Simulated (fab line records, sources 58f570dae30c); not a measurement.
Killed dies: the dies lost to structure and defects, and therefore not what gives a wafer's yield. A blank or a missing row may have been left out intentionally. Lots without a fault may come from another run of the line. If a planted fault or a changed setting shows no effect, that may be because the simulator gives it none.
Lot-split experiment	flow berkeley-cmos170	23 wafers read from 5 lots, route of 331 steps

== ABOUT THE SPLIT ==
At UCB170_PFIELD_IMPLANT_07, the setting dose-cm2 was moved away from the recipe's 2e+13 on 11 of the 23 wafers read, by -7.0% to -2.0%. For the rest of the wafers, this setting stayed at what the recipe calls for.

== SPLIT TO READING: what lies between them in the file, 1 step ==
- UCB170_PFIELD_STRIP_08: strips in O2

== THE READING ==
PFIELD_TW, at UCB170_PFIELD_TW_MEAS_09. A value of 599 with a standard deviation of 5.1 is what fault-free wafers of this fab line usually give.

wafer	tool, chamber at the split	dose-cm2 as run	against the recipe	PFIELD_TW	against lot-mates on the recipe
L074.1	implanter-04, 0	2e+13	recipe	596	-
L074.2	implanter-04, 0	2e+13	recipe	592	-
L074.3	implanter-04, 0	1.921e+13	-3.9%	590	-4
L074.4	implanter-04, 0	1.921e+13	-3.9%	591	-3
L074.5	implanter-04, 0	1.921e+13	-3.9%	589	-5
L078.1	implanter-02, 0	2e+13	recipe	592	-
L078.2	implanter-02, 0	1.86e+13	-7.0%	581	-14
L078.3	implanter-02, 0	1.86e+13	-7.0%	582	-12
L078.5	implanter-02, 0	2e+13	recipe	597	-
L078.6	implanter-02, 0	1.86e+13	-7.0%	586	-8
L079.1	implanter-01, 0	2e+13	recipe	605	-
L079.5	implanter-01, 0	2e+13	recipe	607	-
L079.6	implanter-01, 0	2e+13	recipe	605	-
L084.1	implanter-01, 0	2e+13	recipe	592	-
L084.2	implanter-01, 0	2e+13	recipe	594	-
L084.3	implanter-01, 0	1.959e+13	-2.0%	589	-5
L084.4	implanter-01, 0	1.959e+13	-2.0%	593	-1
L084.6	implanter-01, 0	2e+13	recipe	595	-
L085.1	implanter-04, 0	2e+13	recipe	597	-
L085.2	implanter-04, 0	1.935e+13	-3.2%	592	-5
L085.3	implanter-04, 0	2e+13	recipe	597	-
L085.5	implanter-04, 0	1.935e+13	-3.2%	593	-4
L085.6	implanter-04, 0	1.935e+13	-3.2%	588	-9

THE FIT
A straight line over all 23 wafers: PFIELD_TW changes by +2.02 for each +1% of dose-cm2; r = +0.78; the points scatter about the line by 4.2.
The same after taking each lot's own level away (the mean of its wafers on the recipe; 23 wafers): +1.56 for each +1%; r = +0.90; scatter 2.
On that fit, the largest move of dose-cm2 shifts the reading by 11.
Measured against the standard deviation above, the lots' own levels, which go from 593.7 to 605.7, span 2.4 times it.
So the lot-to-lot level blurs the effect unless lot-mates are compared.
Check: -10 against its lot-mates is what the line predicts for one of the wafers moved furthest among these (-7.0%) when that wafer is left out of the fit. It came out at -13.5 against them.

== ADDITIONAL SPLITS CARRIED BY THESE WAFERS ==
Before the reading, these wafers also passed through other splits. Each is held against what the fit with the lots' levels taken away leaves over:
other split on the same wafers	wafers away from the commonest value	r with PFIELD_TW (lot level and that fit taken away)
UCB170_START_OXIDATION_02 temp-c	15	+0.11
UCB170_ZERO_COAT_01 spin-rpm	10	-0.10
UCB170_ZERO_ETCH_06 over-etch-frac	5	-0.12
UCB170_PWELL_CVD_05 sih2cl2-flow-sccm	15	+0.10
UCB170_PWELL_IMPLANT_15 energy-kev	8	+0.31
UCB170_ACTIVE_PEB_11 peb-temp-c	8	+0.33

== THE FILE'S OWN FIT ==
PFIELD_TW changes by +1.58 for each +1% of dose-cm2, r = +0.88.
